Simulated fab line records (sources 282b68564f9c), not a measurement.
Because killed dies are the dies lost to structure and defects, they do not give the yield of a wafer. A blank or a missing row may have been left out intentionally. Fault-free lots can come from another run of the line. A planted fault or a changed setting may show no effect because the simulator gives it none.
Tool commonality check -- flow rit-cmos -- 39 wafers sampled across 13 lots

== REASON FOR OPENING ==
2 of 13 lots carry a flag on the reading PSD_RS at RIT_SDANNEAL_RS_MEAS_04. No-fault wafers: 115.9 ohm/sq, standard deviation 0.33.
Rule: a lot gets a flag if all its wafers with a number sit over 4 standard deviations from that mean, or if no wafer of it has a number. The rest of the lots are taken to be sound.

lot,measured,on,"PSD_RS (ohm/sq), wafer by wafer",flag
L854,day 3 02:12,film-metro-04,116.5 115.9 116.2,
L855,day 3 08:43,film-metro-03,116.0 115.9 115.9,
L856,day 3 13:23,film-metro-04,115.6 116.0 116.0,
L857,day 3 20:53,film-metro-01,115.6 115.4 115.2,
L858,day 3 22:52,film-metro-01,115.9 115.6 115.5,
L859,day 4 02:05,film-metro-03,116.1 115.9 116.3,
L860,day 4 11:08,film-metro-01,116.0 115.9 116.0,
L861,day 4 17:44,film-metro-01,115.4 115.2 115.1,
L862,day 4 22:52,film-metro-01,115.2 115.3 115.5,
L863,day 5 01:22,film-metro-03,116.0 116.0 115.8,
L864,day 5 06:02,film-metro-03,115.6 115.8 116.2,
L869,day 6 06:47,film-metro-04,166.1 165.8 165.8,FLAGGED
L871,day 6 19:38,film-metro-04,165.4 166.0 165.4,FLAGGED
Averaged over the flagged lots the numbers come to 165.8 ohm/sq, +49.8 ohm/sq from the usual (+99 or more standard deviations).

== WHICH TOOL EACH LOT WENT THROUGH ==
The record holds 3 process steps before the reading, out of a route of 202 steps. Every cell lists first the tool, next ch and the chambers used by the sampled wafers, and last the start.
lot,flag,RIT_ACTIVE_ETCH_13,RIT_ACTIVE_STRIP_14,RIT_SDANNEAL_RTA_03
L854,,"rie-diel-03 ch 0,1,3, day 1 16:09","plasma-asher-04 ch 1, day 1 16:17","rtp-anneal-02 ch 0, day 3 02:08"
L855,,"rie-diel-03 ch 0,3, day 1 21:14","plasma-asher-03 ch 0,1, day 1 21:22","rtp-anneal-01 ch 0, day 3 08:39"
L856,,"rie-diel-04 ch 0,1,3, day 2 02:17","plasma-asher-02 ch 0,1, day 2 02:25","rtp-anneal-02 ch 0, day 3 13:20"
L857,,"rie-diel-04 ch 1,2,3, day 2 05:50","plasma-asher-04 ch 0,1, day 2 05:58","rtp-anneal-01 ch 0, day 3 20:49"
L858,,"rie-diel-03 ch 1,2,3, day 2 10:46","plasma-asher-02 ch 0,1, day 2 10:55","rtp-anneal-02 ch 0, day 3 22:48"
L859,,"rie-diel-03 ch 0,3, day 2 15:50","plasma-asher-04 ch 0,1, day 2 16:02","rtp-anneal-01 ch 0, day 4 02:00"
L860,,"rie-diel-04 ch 2,3, day 2 21:54","plasma-asher-03 ch 0,1, day 2 22:02","rtp-anneal-02 ch 0, day 4 11:04"
L861,,"rie-diel-03 ch 0,3, day 3 01:43","plasma-asher-04 ch 0,1, day 3 01:50","rtp-anneal-01 ch 0, day 4 17:41"
L862,,"rie-diel-02 ch 0,2, day 3 09:08","plasma-asher-02 ch 0,1, day 3 09:17","rtp-anneal-02 ch 0, day 4 22:49"
L863,,"rie-diel-04 ch 1,2,3, day 3 11:58","plasma-asher-04 ch 0,1, day 3 12:06","rtp-anneal-01 ch 0, day 5 01:19"
L864,,"rie-diel-03 ch 0,2,3, day 3 16:50","plasma-asher-04 ch 0,1, day 3 16:58","rtp-anneal-02 ch 0, day 5 05:58"
L869,FLAGGED,"rie-diel-03 ch 2,3, day 4 17:49","plasma-asher-04 ch 0,1, day 4 17:56","rtp-anneal-01 ch 0, day 6 06:44"
L871,FLAGGED,"rie-diel-03 ch 1,2,3, day 5 04:52","plasma-asher-02 ch 0,1, day 5 04:59","rtp-anneal-01 ch 0, day 6 19:35"
What the steps here do:
- RIT_ACTIVE_ETCH_13: etches Si3N4 in SF6, stops on SiO2, time 210 s, target depth 210 nm.
- RIT_ACTIVE_STRIP_14: strips in O2, time 180 s.
- RIT_SDANNEAL_RTA_03: time 5 s.
- RIT_SDANNEAL_RS_MEAS_04: measures by four-point-probe.

== FLAGGED AGAINST TOTAL, ONE TOOL AT A TIME (gauges that did the reading follow at the end) ==
step,tool,lots run,flagged,share of the flagged lots,sound lots run after its first flagged lot
RIT_ACTIVE_ETCH_13,rie-diel-02,1,0,none,-
RIT_ACTIVE_ETCH_13,rie-diel-03,8,2,all,0
RIT_ACTIVE_ETCH_13,rie-diel-04,4,0,none,-
RIT_ACTIVE_STRIP_14,plasma-asher-02,4,1,some,0
RIT_ACTIVE_STRIP_14,plasma-asher-03,2,0,none,-
RIT_ACTIVE_STRIP_14,plasma-asher-04,7,1,some,0
RIT_SDANNEAL_RTA_03,rtp-anneal-01,7,2,all,0
RIT_SDANNEAL_RTA_03,rtp-anneal-02,6,0,none,-
RIT_SDANNEAL_RS_MEAS_04,film-metro-01,5,0,none,-
RIT_SDANNEAL_RS_MEAS_04,film-metro-03,4,0,none,-
RIT_SDANNEAL_RS_MEAS_04,film-metro-04,4,2,all,0

== WHAT THE TABLE ALLOWS ==
All flagged lots were run by 3 table rows, namely rie-diel-03 at RIT_ACTIVE_ETCH_13, rtp-anneal-01 at RIT_SDANNEAL_RTA_03, film-metro-04 at RIT_SDANNEAL_RS_MEAS_04.
- rie-diel-03 at RIT_ACTIVE_ETCH_13: 2 of its 8 lots flagged. Last sound lot L864 at day 3 16:50, first flagged lot L869 at day 4 17:49; a fault beginning in between fits.
- rtp-anneal-01 at RIT_SDANNEAL_RTA_03: 2 of its 7 lots flagged. Last sound lot L863 at day 5 01:19, first flagged lot L869 at day 6 06:44; a fault beginning in between fits. Its own readings (wafer_temp_C_max) fall more than 4 standard deviations out on all wafers of the flagged lots.
- film-metro-04 at RIT_SDANNEAL_RS_MEAS_04: 2 of its 4 lots flagged. Last sound lot L856 at day 3 13:23, first flagged lot L869 at day 6 06:47; a fault beginning in between fits.
A lot count leaves these 3 tools indistinguishable: every one of them fits a fault beginning at some hour. More lots, or a look at what each step does to the wafer, might.

== WHAT WAS PUT IN BY THE SIMULATOR ==
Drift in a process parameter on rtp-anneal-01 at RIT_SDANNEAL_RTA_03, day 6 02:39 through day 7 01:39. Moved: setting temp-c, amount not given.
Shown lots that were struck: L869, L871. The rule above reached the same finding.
